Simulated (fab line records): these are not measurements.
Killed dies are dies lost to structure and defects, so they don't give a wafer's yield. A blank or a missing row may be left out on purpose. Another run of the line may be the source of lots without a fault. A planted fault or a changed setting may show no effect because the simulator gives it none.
The tool behind it: which one? | flow berkeley_cmos170 | 7 lots with 21 wafers sampled at 2 steps, on a route of 331 steps

== WHAT THE GAUGES SHOWED, per wafer ==
UCB170_SDANNEAL_RS_MEAS_04: the measuring method here is four-point-probe.
lot  | measured     | on            | PLDD_RS (ohm/sq)
L599 | day 8 21:15  | film_metro-04 | 1031.6 1031.1 1033.3
L601 | day 8 20:32  | film_metro-02 | 1033.3 1032.6 1030.3
L602 | day 8 21:04  | film_metro-02 | 1032.0 1033.1 1032.5
L604 | day 9 09:31  | film_metro-04 | 950.9 947.6 948.2 950.5 948.5 947.6
L611 | day 10 20:30 | film_metro-04 | 1031.0 1034.1 1033.4
L613 | day 11 06:11 | film_metro-04 | 1032.1 1029.2 1031.5
L620 | day 12 18:28 | film_metro-04 | 1029.9 1030.4 1030.0

== TOOL THAT RAN EACH LOT (tool first, then ch and the chambers of the sampled wafers, then the start) ==
lot  | UCB170_SPACER_ANNEAL_02
L599 | furnace-04 ch 0, day 8 09:55
L601 | furnace-04 ch 0, day 8 09:55
L602 | furnace-04 ch 0, day 8 09:55
L604 | furnace-04 ch 0, day 8 23:35
L611 | furnace-01 ch 0, day 10 08:43
L613 | furnace-01 ch 0, day 10 21:34
L620 | furnace-02 ch 0, day 12 07:59
- UCB170_SPACER_ANNEAL_02: time 1800 s.

== THE ANSWER, worked out from the rows above alone ==
Rule: the lots themselves supply what counts as usual. The widest of any qualifying gaps counts: lots, ordered by their means at a reading, are off when they make up no more than a third of the lots, leave a main group of 4 or more, and stand apart from it by 3 or more times the standard deviation of that group's means. A main group whose means are all the same, to the digits that the tables above print for the reading, isn't used. A lot without any number at a reading at which 4 lots or more have one is off too. Where the step has rows for the other lots, those lots are counted as sound.
Off: at UCB170_SDANNEAL_RS_MEAS_04 (PLDD_RS), L604. The main group: mean 1031.7 ohm/sq, standard deviation 0.94.
A tool fits if, at a process step before that reading, it ran every lot that is off, and no sound lot after the first of them. The gauges at UCB170_SDANNEAL_RS_MEAS_04 are tried like those tools. One candidate fits, namely furnace-04 at UCB170_SPACER_ANNEAL_02. A fault onset in the window from L599 (day 8 09:55, its last sound lot) to L604 (day 8 23:35, its first lot off) fits.

== WHAT THE SIMULATOR HAD PUT IN ==
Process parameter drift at UCB170_SPACER_ANNEAL_02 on furnace-04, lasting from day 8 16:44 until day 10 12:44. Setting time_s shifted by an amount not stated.
Lots struck among those shown: L604. The rule above reached the same finding.
